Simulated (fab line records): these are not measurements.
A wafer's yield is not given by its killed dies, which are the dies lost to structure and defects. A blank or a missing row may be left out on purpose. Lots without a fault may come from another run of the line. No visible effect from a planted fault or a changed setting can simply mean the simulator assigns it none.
What tool caused it? + flow berkeleyCmos170 + 7 lots, 21 wafers sampled, at 1 step of a route of 331

WHAT THE GAUGES SHOWED, per wafer
UCB170_NWELL_THK_MEAS_02.
| lot  | measured    | on           | NWELL_OXIDE_THK (nm) |
|------|-------------|--------------|----------------------|
| L388 | day 2 21:02 | filmMetro-01 | 26.6 26.2 26.3       |
| L389 | day 3 04:38 | filmMetro-01 | 27.2 26.9 27.1       |
| L396 | day 4 04:44 | filmMetro-01 | 25.9 26.0 25.6       |
| L399 | day 5 05:59 | filmMetro-02 | 26.2 26.1 26.2       |
| L402 | day 5 17:49 | filmMetro-02 | 26.4 26.2 25.9       |
| L406 | day 6 09:53 | filmMetro-01 | 27.0 26.8 26.4       |
| L407 | day 6 16:12 | filmMetro-02 | 27.0 27.2 27.3       |

EACH LOT AND THE TOOL THAT RAN IT (in order: tool; ch and the chambers of the sampled wafers; start)
Before these readings, the record contains no process step.

THE ANSWER, worked out from the rows above alone
Rule: usual is defined by the lots themselves. The widest of any qualifying gaps counts: lots, ordered by their means at a reading, are off when they make up no more than a third of the lots, leave a main group of 4 or more, and stand apart from it by 3 or more times the standard deviation of that group's means. A main group is skipped when, at the precision printed for the reading in the tables above, its means are all equal. A lot without any number at a reading at which 4 lots or more have one is off too. The other lots that the step has rows for count as sound.
No lot is off at any reading shown: from this, nothing can be told.

WHAT THE SIMULATOR HAD INSERTED
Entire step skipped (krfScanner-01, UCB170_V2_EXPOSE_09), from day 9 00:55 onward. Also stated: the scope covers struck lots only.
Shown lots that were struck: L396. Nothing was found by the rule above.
